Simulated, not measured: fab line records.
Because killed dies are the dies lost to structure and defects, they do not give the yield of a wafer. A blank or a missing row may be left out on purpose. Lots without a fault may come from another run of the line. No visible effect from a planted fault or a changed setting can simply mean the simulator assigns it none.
A struck lot beside a sound one :: flow berkeley-cmos170 :: 28 out of 331 route steps
Sound: these wafers, L427.1, L427.2, L427.6. Struck: wafers L436.2, L436.4, L436.5. Last of all comes the cause.
Each step with rows lists, per side, the tool, then ch with its chambers, then its first start. Under that, the readings that differ: sound wafers :: struck wafers :: difference of the means :: sigmas: that difference in standard deviations of wafers without a fault.
alike: a reading whose means differ by less than 2 such deviations, as well as words and numbers matching on both sides. not compared: withheld readings; readings where some wafer has no value; bounds like >300 that might hide an equal value; numbers whose values overlap and for which the record gives no deviation.
A row with sigmas, a row that says differs or no value, or rows on one side alone: a step with any of these is where the two part. Non-overlapping numbers with no deviation appear without sigmas and do not part them. A reading that every wafer of one side lacks parts them only if that side has two wafers or more.

first, 6 steps without rows for these wafers: UCB170_PVT_HMDS_00 (prime time 60 s); UCB170_PVT_COAT_01 (resist thk 900 nm); UCB170_PVT_SOFTBAKE_02 (time 60 s); UCB170_PVT_EXPOSE_03 (exposes mask NWELL, target cd 3000 nm); UCB170_PVT_PEB_04; UCB170_PVT_DEVELOP_05 (develop time 45 s).
UCB170_PVT_OVL_MEAS_06:
  sound on overlay-02 at day 6 01:20; struck on overlay-02 at day 7 23:56
  alike: PVT_OVL
after that, 1 step had no rows for these wafers: UCB170_PVT_IMPLANT_07.
UCB170_PVT_STRIP_08: strips in O2.
  sound on plasma-asher-04 ch 0,1, day 6 01:32; struck on plasma-asher-03 ch 0,1, day 8 00:07
  alike: drypump-motor-current-A, oes-product-au, strip-time-to-endpoint-s
  not compared: rf-hours-counter-h
UCB170_PVT_TW_MEAS_09:
  sound on film-metro-02 at day 6 01:38; struck on film-metro-02 at day 8 00:13
  alike: PVT_TW
then, 1 step without rows for these wafers: UCB170_GATE_WET_ETCH_00 (etches SiO2 in dHF, time 200 s).
UCB170_FIELD_THK_MEAS_91:
  sound on film-metro-03 at day 6 01:45; struck on film-metro-04 at day 8 00:21
  alike: FIELD_OXIDE_LEFT_2_THK
UCB170_GATE_OXIDATION_01: target thk 6.6 nm, ox time 1800 s.
  sound on furnace-04 ch 0, day 6 08:17; struck on furnace-01 ch 0, day 8 03:49
reading: model.SiO2_of_GATE_OXIDATION_01.thk-nm (nm)
sound: 6.385 6.375 6.512
struck: 7.481 7.4 7.513
difference: +1.041
sigmas: 
  alike: ox-temp-c-max, spike-tc-source-C
UCB170_GATE_THK_MEAS_02:
  sound on film-metro-02 at day 6 09:47; struck on film-metro-01 at day 8 05:33
reading: GATE_OXIDE_THK (nm)
sound: 6.42 6.47 6.50
struck: 7.50 7.40 7.47
difference: +0.99
sigmas: +8
  not compared: hold
then, 1 step without rows for these wafers: UCB170_GATE_CVD_04 (deposits poly-Si from SiH4, time 1440 s, target thk 214 nm).
UCB170_GATE_THK_MEAS_05:
  sound on film-metro-04 at day 6 19:37; struck on film-metro-04 at day 8 13:46
  alike: GATE_POLY_THK
then, 6 steps without rows for these wafers: UCB170_GATE_COAT_06; UCB170_GATE_COAT_07 (resist thk 900 nm); UCB170_GATE_SOFTBAKE_08 (time 60 s); UCB170_GATE_EXPOSE_09 (exposes mask POLY, target cd 350 nm); UCB170_GATE_PEB_10; UCB170_GATE_DEVELOP_11 (develop time 45 s).
UCB170_GATE_CD_MEAS_12: the cd target is 350 nm.
  sound on cd-sem-01 at day 6 20:51; struck on cd-sem-01 at day 8 15:10
  alike: cd-nm
UCB170_GATE_OVL_MEAS_13:
  sound on overlay-02 at day 6 20:58; struck on overlay-02 at day 8 15:16
  alike: GATE_OVL
UCB170_GATE_ETCH_14: etches BARC in N2/H2.
  sound on rie-diel-01 ch 1,3, day 6 21:01; struck on rie-diel-04 ch 1,3, day 8 15:18
  alike: drypump-motor-current-A, n2-flow-sccm, oes-product-au, throttle-valve-pct
UCB170_GATE_ETCH_15: etches poly-Si in HBr/Cl2, stops on SiO2, time 56.3 s, target depth 278.2 nm.
  sound on rie-si-02 ch 0,2,3, day 6 21:03; struck on rie-si-02 ch 0,2, day 8 15:21
reading: model.SiO2_of_GATE_OXIDATION_01.thk-nm (nm)
sound: 6.385 6.375 6.472
struck: 7.481 7.36 7.513
difference: +1.041
sigmas: 
  alike: drypump-motor-current-A, oes-product-au, throttle-valve-pct
  not compared: rf-hours-counter-h
UCB170_GATE_STRIP_16: strips in O2.
  sound on plasma-asher-02 ch 0,1, day 6 21:06; struck on plasma-asher-01 ch 0,1, day 8 15:23
  alike: drypump-motor-current-A, oes-product-au
  not compared: rf-hours-counter-h
after that, 1 step had no rows for these wafers: UCB170_M3_PROBE_99.

WHERE THEY PART
Only at UCB170_GATE_THK_MEAS_02, as far as this record shows. Later steps at which nothing parts them and some readings are alike: UCB170_GATE_THK_MEAS_05, UCB170_GATE_CD_MEAS_12, UCB170_GATE_OVL_MEAS_13, UCB170_GATE_ETCH_14, UCB170_GATE_ETCH_15, UCB170_GATE_STRIP_16.

WHY: what the simulator had put in
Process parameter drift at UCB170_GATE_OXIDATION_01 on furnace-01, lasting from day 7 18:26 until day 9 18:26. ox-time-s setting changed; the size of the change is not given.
